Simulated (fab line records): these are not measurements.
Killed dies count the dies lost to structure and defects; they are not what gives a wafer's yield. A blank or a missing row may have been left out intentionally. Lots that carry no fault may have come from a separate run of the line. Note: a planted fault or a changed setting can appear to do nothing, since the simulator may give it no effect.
Which tool is to blame? ; flow berkeley_cmos170 ; 14 lots, 42 wafers sampled, at 1 step of a route of 331

## WHAT THE GAUGES READ, wafer by wafer
No reading from a measuring or inspecting step in the record can be judged against a usual standard deviation.

## WHICH TOOL RAN EACH LOT (tool, then ch and the chambers of the sampled wafers, then the start)
lot;UCB170_PWELL_STRIP_16
L116;plasma_asher-02 ch 0,1, day 3 10:05
L117;plasma_asher-02 ch 0,1, day 4 06:54
L119;plasma_asher-04 ch 0,1, day 4 07:10
L120;plasma_asher-01 ch 0,1, day 4 08:25
L121;plasma_asher-04 ch 0,1, day 4 08:43
L123;plasma_asher-02 ch 0,1, day 4 14:12
L125;plasma_asher-02 ch 0,1, day 5 06:28
L126;plasma_asher-01 ch 0,1, day 5 06:30
L129;plasma_asher-02 ch 0,1, day 5 14:18
L128;plasma_asher-02 ch 0,1, day 5 14:29
L134;plasma_asher-02 ch 0,1, day 6 22:37
L136;plasma_asher-04 ch 0,1, day 7 20:26
L137;plasma_asher-02 ch 0,1, day 8 03:23
L139;plasma_asher-04 ch 0,1, day 8 13:13
- UCB170_PWELL_STRIP_16: strips in O2.

## WHAT THE TOOLS THEMSELVES READ (means of the sampled wafers that have a number; where no wafer has one, the mark that the record gives instead)
UCB170_PWELL_STRIP_16.
lot;tool;drypump_motor_current_A (A);oes_product_au (a.u.);strip_time_to_endpoint_s (s)
L116;plasma_asher-02;5.8;0.720;18.08
L117;plasma_asher-02;5.5;0.718;17.91
L119;plasma_asher-04;5.1;0.719;17.89
L120;plasma_asher-01;5.6;0.718;18.04
L121;plasma_asher-04;5.1;0.720;18.04
L123;plasma_asher-02;5.8;0.722;18.02
L125;plasma_asher-02;5.5;0.723;18.06
L126;plasma_asher-01;5.9;0.717;17.96
L129;plasma_asher-02;5.8;0.722;18.02
L128;plasma_asher-02;5.8;0.721;18.04
L134;plasma_asher-02;5.8;0.662;18.01
L136;plasma_asher-04;5.1;0.722;17.96
L137;plasma_asher-02;5.5;0.662;18.02
L139;plasma_asher-04;5.1;0.720;18.01

## THE ANSWER, worked out from the rows above alone
Rule: usual is defined by the lots themselves. Put in order of their means at a reading, lots are off if they are a third of the lots or fewer, leave a main group of 4 or more, and stand apart from it by a gap of 3 or more times the standard deviation of the main group's means; of several such gaps the widest counts. A main group whose means are all the same, to the digits that the tables above print for the reading, isn't used. A lot without any number at a reading at which 4 lots or more have one is off too. All remaining lots with rows at the step are treated as sound. First the gauges in route order, then the tools' own readings, where a lot's mean is used as printed above. At the first step where some lot is off, the reading lying furthest off is the one used; lots without a number count as furthest.
Off, at UCB170_PWELL_STRIP_16 on oes_product_au: L134, L137. The main group has a mean of 0.720 a.u. with a standard deviation of 0.0018.
A tool fits if, at that step or a process step before it, it ran every lot that is off, and no sound lot after the first of them. One fits: plasma_asher-02 at UCB170_PWELL_STRIP_16. A fault onset in the window from L128 (day 5 14:29, its last sound lot) to L134 (day 6 22:37, its first lot off) fits.
On the lots that are off, the tool's own readings at UCB170_PWELL_STRIP_16 differ by more than 5 times the standard deviation of the sound lots' means, which bears it out; oes_product_au reads 0.662 a.u. there versus 0.720 a.u. on the sound lots.

## WHAT THE SIMULATOR HAD INSERTED
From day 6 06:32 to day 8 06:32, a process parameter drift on plasma_asher-02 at UCB170_PWELL_STRIP_16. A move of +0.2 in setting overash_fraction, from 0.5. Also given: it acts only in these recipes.
Shown lots that were struck: L134, L137. The same result came from the rule above.
